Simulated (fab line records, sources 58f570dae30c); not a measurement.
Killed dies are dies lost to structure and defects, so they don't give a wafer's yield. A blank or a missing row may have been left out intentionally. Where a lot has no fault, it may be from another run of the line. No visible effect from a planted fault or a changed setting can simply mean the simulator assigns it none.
Tool commonality check :: flow berkeley cmos170 :: 14 lots, 42 wafers sampled

WHY IT WAS OPENED
Of 14 lots, 2 have the reading V1_POLISHED_THK flagged at UCB170_V1_THK_MEAS_04. No-fault wafers: 999.9 nm, standard deviation 1.6.
Rule: a lot is flagged in two cases, either no wafer of it has a number, or all its wafers with numbers fall more than 4 standard deviations from that mean. As for the other lots, they are considered sound.

lot: L433
measured: day 8 10:59
on: film metro-01
V1_POLISHED_THK (nm), wafer by wafer: 1002.1 1000.4 1000.8
flag: 

lot: L434
measured: day 9 03:53
on: film metro-03
V1_POLISHED_THK (nm), wafer by wafer: 999.9 1002.0 1001.2
flag: 

lot: L435
measured: day 9 05:14
on: film metro-04
V1_POLISHED_THK (nm), wafer by wafer: 1001.3 1001.4 998.8
flag: 

lot: L436
measured: day 9 06:32
on: film metro-04
V1_POLISHED_THK (nm), wafer by wafer: 1002.8 1002.9 1002.9
flag: 

lot: L437
measured: day 9 06:33
on: film metro-01
V1_POLISHED_THK (nm), wafer by wafer: 999.2 999.6 999.7
flag: 

lot: L439
measured: day 10 09:13
on: film metro-04
V1_POLISHED_THK (nm), wafer by wafer: 1000.2 1001.3 999.7
flag: 

lot: L441
measured: day 10 10:32
on: film metro-01
V1_POLISHED_THK (nm), wafer by wafer: 999.6 1000.1 1002.2
flag: 

lot: L438
measured: day 10 11:53
on: film metro-03
V1_POLISHED_THK (nm), wafer by wafer: 1001.6 1001.0 1001.2
flag: 

lot: L440
measured: day 10 13:12
on: film metro-04
V1_POLISHED_THK (nm), wafer by wafer: 995.4 999.4 997.4
flag: 

lot: L442
measured: day 10 20:56
on: film metro-04
V1_POLISHED_THK (nm), wafer by wafer: 1001.8 999.9 999.8
flag: 

lot: L445
measured: day 11 08:02
on: film metro-04
V1_POLISHED_THK (nm), wafer by wafer: 999.7 999.3 1002.0
flag: 

lot: L447
measured: day 12 01:02
on: film metro-03
V1_POLISHED_THK (nm), wafer by wafer: 1339.3 1353.5 1355.4
flag: FLAGGED

lot: L449
measured: day 12 22:32
on: film metro-04
V1_POLISHED_THK (nm), wafer by wafer: 1333.7 1341.3 1339.6
flag: FLAGGED

lot: L453
measured: day 13 09:39
on: film metro-04
V1_POLISHED_THK (nm), wafer by wafer: 1000.6 1000.5 1000.3
flag: 
Flagged lots average 1343.8 nm: +343.9 nm relative to the usual, that is +99 or more standard deviations.

WHICH TOOL EACH LOT WENT THROUGH
The record keeps 1 process step preceding the reading, out of 331 steps on the route. In each cell: the tool, then ch and the chambers that the sampled wafers went through, then the start.
lot: L433
flag: 
UCB170_V1_CMP_02: cmp-01 ch 0,1,3, day 8 10:34

lot: L434
flag: 
UCB170_V1_CMP_02: cmp-02 ch 1,2,3, day 9 03:34

lot: L435
flag: 
UCB170_V1_CMP_02: cmp-01 ch 0,1,3, day 9 04:53

lot: L436
flag: 
UCB170_V1_CMP_02: cmp-01 ch 0,1,3, day 9 06:13

lot: L437
flag: 
UCB170_V1_CMP_02: cmp-02 ch 0,1,3, day 9 06:07

lot: L439
flag: 
UCB170_V1_CMP_02: cmp-01 ch 0,2,3, day 10 08:47

lot: L441
flag: 
UCB170_V1_CMP_02: cmp-02 ch 0,2,3, day 10 10:07

lot: L438
flag: 
UCB170_V1_CMP_02: cmp-01 ch 0,1,2, day 10 11:30

lot: L440
flag: 
UCB170_V1_CMP_02: cmp-02 ch 2,3, day 10 12:50

lot: L442
flag: 
UCB170_V1_CMP_02: cmp-01 ch 0,2, day 10 20:34

lot: L445
flag: 
UCB170_V1_CMP_02: cmp-01 ch 0,1, day 11 07:36

lot: L447
flag: FLAGGED
UCB170_V1_CMP_02: cmp-02 ch 0,1, day 12 00:36

lot: L449
flag: FLAGGED
UCB170_V1_CMP_02: cmp-02 ch 0,3, day 12 22:08

lot: L453
flag: 
UCB170_V1_CMP_02: cmp-01 ch 1,2, day 13 09:13
What is done by these steps:
- UCB170_V1_CMP_02: polishes SiO2.
- UCB170_V1_THK_MEAS_04

FLAGGED OVER TOTAL, TOOL BY TOOL (the gauges that took the reading come last)
step: UCB170_V1_CMP_02
tool: cmp-01
lots run: 8
flagged: 0
share of the flagged lots: none
sound lots run after its first flagged lot: -

step: UCB170_V1_CMP_02
tool: cmp-02
lots run: 6
flagged: 2
share of the flagged lots: all
sound lots run after its first flagged lot: 0

step: UCB170_V1_THK_MEAS_04
tool: film metro-01
lots run: 3
flagged: 0
share of the flagged lots: none
sound lots run after its first flagged lot: -

step: UCB170_V1_THK_MEAS_04
tool: film metro-03
lots run: 3
flagged: 1
share of the flagged lots: some
sound lots run after its first flagged lot: 0

step: UCB170_V1_THK_MEAS_04
tool: film metro-04
lots run: 8
flagged: 1
share of the flagged lots: some
sound lots run after its first flagged lot: 1 (L453)

THE TABLE: WHAT IT ALLOWS
Rows of the table that ran each flagged lot: 1, that is cmp-02 at UCB170_V1_CMP_02.
- cmp-02 at UCB170_V1_CMP_02 ran 6 lots, 2 of them flagged. A fault beginning between L440 (day 10 12:50), its last sound lot, and L447 (day 12 00:36), its first flagged one, fits the data.
One tool is left: cmp-02 at UCB170_V1_CMP_02.

WHAT WAS PUT IN BY THE SIMULATOR
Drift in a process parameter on cmp-02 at UCB170_V1_CMP_02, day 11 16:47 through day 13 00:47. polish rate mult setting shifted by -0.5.
Struck lots among those shown: L447, L449. This agrees with what the rule above found.
